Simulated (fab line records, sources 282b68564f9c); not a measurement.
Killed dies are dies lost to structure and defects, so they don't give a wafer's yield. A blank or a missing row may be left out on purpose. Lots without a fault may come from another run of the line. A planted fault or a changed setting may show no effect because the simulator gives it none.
fab line records | flow rit_cmos
record lots=5 wafers=15 last_day=7
route steps=202 shown REOX@100 NLDD@103 PLDD@114 SPACER@125
lots that met no fault: from a run of the same line without faults
start_h: hours from the record's first day to the start of the lot's first wafer shown | wait_h: hours since the lot's step before | " the same as in the row above | L1.1+2: a row that stands for several wafers | - no value, or no start given | * or withheld: withheld | < > ~ a bound
route shown NAME@n: a module of which the file shows steps, and the number in the route of the first | usual: mean/standard deviation of fault-free wafers | same: alike in all rows | chamber/n: place in a boat | sites: the reading at each site | _std_site: their standard deviation | _edge_site: outer sites' mean less inner sites' | radius_mm: how far each site lies from the wafer's centre | mask NAME#n: copy n | behind: the tool/chamber that last shaped the wafer | hold: why the lot was held/for how many hours/how that ended | device: the transistor (n, p or np) that didn't switch | end of line: the same wafers' tests at the end of the route | a step without rows: its recipe alone | killed: dies lost to structure and defects at the first sort, not the wafer's yield | map: a wafer's dies, x killed, . not, _ none there
set.NAME: the setting as run; set.NAME@STEP: as run at that earlier step | model.NAME: the simulator's own value behind a step, which no gauge read
lots at some steps of the route; a table a step, a row a wafer
services: from which hour (start_h, from the record's first day; less than 0 if before it) a tool's chamber was out of use, for how many hours, and why
## steps
# step RIT_REOX_CLEAN_02
# recipe chemistry=SC2 mix=3:3:50 time_s=600 temp_c=75 dry=n2_spin
# step RIT_REOX_OXIDATION_03
# recipe temp_c=900 ambient=O2 target_thk_a=252 ox_time_s=5580
# step RIT_REOX_THK_MEAS_04
# recipe reads=SiO2_of_REOX_OXIDATION_03
# usual REOX_OXIDE_THK=25.3/0.47
# columns lot.wafer tool chamber start_h wait_h REOX_OXIDE_THK[nm]
L985.2 film_metro-04 - 44.86 0.0 24.8
L985.3 " - " " 24.8
L985.4 " - " " 25.0
L987.1 film_metro-04 - 55.22 0.0 25.3
L987.2 " - " " 26.0
L987.3 " - " " 25.7
L999.1 film_metro-01 - 113.47 0.0 25.8
L999.4 " - " " 26.0
L999.6 " - " " 25.9
L105.3 film_metro-02 - 142.01 0.0 26.0
L105.5 " - " " 25.9
L105.6 " - " " 26.0
L106.2 film_metro-01 - 148.49 0.0 25.2
L106.4 " - " " 25.1
L106.6 " - " " 25.6
# step RIT_NLDD_HMDS_00
# recipe prime_time_s=60 prime_temp_c=140
# step RIT_NLDD_COAT_01
# recipe resist=NOVOLAK spin_rpm=3250 resist_thk_nm=1000
# step RIT_NLDD_SOFTBAKE_02
# recipe resist=NOVOLAK temp_c=90 time_s=60
# step RIT_NLDD_EXPOSE_03
# recipe mask_id=M7 na=0.57 target_cd_nm=40700 dose_mj=250
# step RIT_NLDD_PEB_04
# recipe resist=NOVOLAK temp_c=withheld time_s=withheld
# step RIT_NLDD_DEVELOP_05
# recipe resist=NOVOLAK develop_time_s=50 dev_temp_c=23
# step RIT_NLDD_OVL_MEAS_06
# usual NLDD_OVL=0.2/1.3
# columns lot.wafer tool chamber start_h wait_h NLDD_OVL[nm]
L985.2 overlay-01 - 45.87 - 2.3
L985.3 " - " " 2.9
L985.4 " - " " 2.5
L987.1 overlay-02 - 56.13 - -0.3
L987.2 " - " " 0.3
L987.3 " - " " 0.0
L999.1 overlay-02 - 114.38 - -1.0
L999.4 " - " " -0.7
L999.6 " - " " 0.6
L105.3 overlay-02 - 143.08 - -0.7
L105.5 " - " " -2.0
L105.6 " - " " -2.1
L106.2 overlay-01 - 149.45 - 0.4
L106.4 " - " " 0.7
L106.6 " - " " 0.8
# step RIT_NLDD_HARDBAKE_07
# recipe resist=NOVOLAK temp_c=140 time_s=60
# step RIT_NLDD_IMPLANT_08
# recipe species=P energy_kev=20 dose_cm2=5e+14 tilt_deg=7
# step RIT_NLDD_STRIP_09
# recipe chemistry=O2 time_s=180 resist=NOVOLAK platen_temp_c=withheld power_w=500 pressure_mtorr=4000 o2_flow_sccm=4000
# usual chamber_pressure_mTorr=4000/3.9 drypump_motor_current_A=6.1/0.39 run_length_s=208.1/0.42
# columns lot.wafer tool chamber start_h wait_h chamber_pressure_mTorr drypump_motor_current_A rf_hours_counter_h run_length_s model.NOVOLAK_of_NLDD_COAT_01.thk_nm
L985.2 plasma_asher-03 0 46.20 0.1 4005 6.4 39 207.6 0
L985.3 " 0 " " 4002 6.5 - 207.5 0
L985.4 " 1 " " 4004 6.3 - 208.2 0
L987.1 plasma_asher-04 1 56.47 0.1 3997 6.1 27 208.0 0
L987.2 " 0 " " 4001 6.0 27 207.7 0
L987.3 " 0 " " 4000 6.1 - 208.1 0
L999.1 plasma_asher-04 0 114.72 0.1 4004 6.0 35 72.9 154.1
L999.4 " 1 " " 4000 6.1 - 72.0 153.3
L999.6 " 1 " " 3996 6.1 - 72.2 156.5
L105.3 plasma_asher-03 1 143.46 0.1 3998 6.3 - 207.9 0
L105.5 " 1 " " 3996 6.3 - 208.5 0
L105.6 " 0 " " 4005 6.5 - 208.0 0
L106.2 plasma_asher-02 1 149.78 0.1 3994 6.4 53 208.6 0
L106.4 " 0 " " 4005 5.3 - 207.8 0
L106.6 " 1 " " 4001 6.4 - 209.3 0
# step RIT_NLDD_TW_MEAS_10
# usual NLDD_TW=2510/24
# columns lot.wafer tool chamber start_h wait_h NLDD_TW
L985.2 film_metro-01 - 46.38 0.1 2528
L985.3 " - " " 2533
L985.4 " - " " 2532
L987.1 film_metro-02 - 56.64 0.1 2528
L987.2 " - " " 2532
L987.3 " - " " 2523
L999.1 film_metro-02 - 114.90 0.1 2502
L999.4 " - " " 2517
L999.6 " - " " 2503
L105.3 film_metro-01 - 143.60 0.1 2521
L105.5 " - " " 2523
L105.6 " - " " 2518
L106.2 film_metro-01 - 149.97 0.1 2539
L106.4 " - " " 2537
L106.6 " - " " 2543
# step RIT_PLDD_HMDS_00
# recipe prime_time_s=60 prime_temp_c=140
# step RIT_PLDD_COAT_01
# recipe resist=NOVOLAK spin_rpm=3250 resist_thk_nm=1000
# step RIT_PLDD_SOFTBAKE_02
# recipe resist=NOVOLAK temp_c=90 time_s=60
# step RIT_PLDD_EXPOSE_03
# recipe mask_id=M8 na=0.57 target_cd_nm=40900 dose_mj=250
# step RIT_PLDD_PEB_04
# recipe resist=NOVOLAK temp_c=withheld time_s=withheld
# step RIT_PLDD_DEVELOP_05
# recipe resist=NOVOLAK develop_time_s=50 dev_temp_c=23
# step RIT_PLDD_OVL_MEAS_06
# usual PLDD_OVL=0.5/1.6
# columns lot.wafer tool chamber start_h wait_h PLDD_OVL[nm]
L985.2 overlay-02 - 47.52 - -0.9
L985.3 " - " " -0.8
L985.4 " - " " 1.7
L987.1 overlay-01 - 57.81 - 0.8
L987.2 " - " " -0.2
L987.3 " - " " 0.5
L999.1 overlay-01 - 115.83 - -0.3
L999.4 " - " " -0.3
L999.6 " - " " -0.2
L105.3 overlay-02 - 144.62 - -0.6
L105.5 " - " " 0.6
L105.6 " - " " 0.1
L106.2 overlay-02 - 150.87 - 1.0
L106.4 " - " " 0.9
L106.6 " - " " -0.7
# step RIT_PLDD_HARDBAKE_07
# recipe resist=NOVOLAK temp_c=140 time_s=60
# step RIT_PLDD_IMPLANT_08
# recipe species=BF2 energy_kev=20 dose_cm2=9e+14 tilt_deg=7
# step RIT_PLDD_STRIP_09
# recipe chemistry=O2 time_s=180 resist=NOVOLAK platen_temp_c=withheld power_w=500 pressure_mtorr=4000 o2_flow_sccm=4000
# usual chamber_pressure_mTorr=4000/3.9 drypump_motor_current_A=6.18/0.2 run_length_s=208.1/0.31
# columns lot.wafer tool chamber start_h wait_h chamber_pressure_mTorr drypump_motor_current_A rf_hours_counter_h run_length_s
L985.2 plasma_asher-04 1 47.85 0.1 3991 6.13 26 208.1
L985.3 " 1 " " 3995 6.15 - 208.1
L985.4 " 0 " " 3999 6.04 - 207.8
L987.1 plasma_asher-01 1 58.15 0.1 3996 5.86 41 207.9
L987.2 " 0 " " 4007 6.34 41 208.9
L987.3 " 0 " " 4000 6.32 - 208.2
L999.1 plasma_asher-01 1 116.21 0.1 4000 5.89 48 208.2
L999.4 " 0 " " 3995 6.28 - 208.1
L999.6 " 1 " " 3994 5.90 - 208.0
L105.3 plasma_asher-04 1 145.01 0.1 4002 6.15 - 208.0
L105.5 " 0 " " 3993 6.05 - 207.7
L105.6 " 1 " " 3997 6.14 - 208.1
L106.2 plasma_asher-03 1 151.20 0.1 4003 6.29 4 208.6
L106.4 " 1 " " 4003 6.28 - 207.8
L106.6 " 1 " " 4001 6.29 - 208.3
# step RIT_PLDD_TW_MEAS_10
# usual PLDD_TW=2358/28
# columns lot.wafer tool chamber start_h wait_h PLDD_TW
L985.2 film_metro-01 - 48.04 0.1 2384
L985.3 " - " " 2386
L985.4 " - " " 2388
L987.1 film_metro-01 - 58.33 0.1 2392
L987.2 " - " " 2390
L987.3 " - " " 2391
L999.1 film_metro-01 - 116.39 0.1 30
L999.4 " - " " 30
L999.6 " - " " 30
L105.3 film_metro-01 - 145.14 0.1 2400
L105.5 " - " " 2384
L105.6 " - " " 2389
L106.2 film_metro-01 - 151.39 0.1 2391
L106.4 " - " " 2397
L106.6 " - " " 2391
# step RIT_SPACER_CLEAN_00
# recipe chemistry=SC1 mix=3:3:50 time_s=600 temp_c=75
## services
# columns tool chamber start_h hours kind
plasma_asher-02 - 40.67 2.8 pm
plasma_asher-03 - 57.75 28.1 pm
plasma_asher-03 - 105.49 1.6 repair
plasma_asher-03 - 108.75 9.0 pm
plasma_asher-03 0 108.75 9.0 vent_cycle
plasma_asher-03 1 108.75 9.0 vent_cycle
plasma_asher-01 - 111.83 4.1 repair
plasma_asher-03 0 117.75 - clean
plasma_asher-03 1 117.75 - clean
## key
first_sign step=RIT_NLDD_STRIP_09 reading=run_length_s direction=down sigmas=99+ usual=* struck=*
effect step=RIT_PLDD_TW_MEAS_10 reading=PLDD_TW direction=down sigmas=83 usual=2358 struck=30
model_effect step=RIT_NLDD_STRIP_09 value=NOVOLAK_of_NLDD_COAT_01.thk_nm without=0 struck=154.6
met_at RIT_NLDD_STRIP_09
struck_wafers L999.1,L999.4,L999.6
sort_left_out L999.1,L999.4,L999.6
tester_left_out L999
onset_between 56.47 114.72
fault kind=strip_aborted tool=plasma_asher-04 chamber=- onset_h=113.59 steps=RIT_NLDD_STRIP_09 offset=0.6 end_h=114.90
# tester_left_out: of these lots the tester's yield and bins aren't shown, on N5 and GAA mostly nor the transistor test; their killed dies are dies lost to structure and defects alone, not to doping, threshold or leakage, so they don't give the yield
# sort_left_out: the simulated sort isn't trusted on such a fault, so these wafers' sort isn't shown, and their yield isn't known
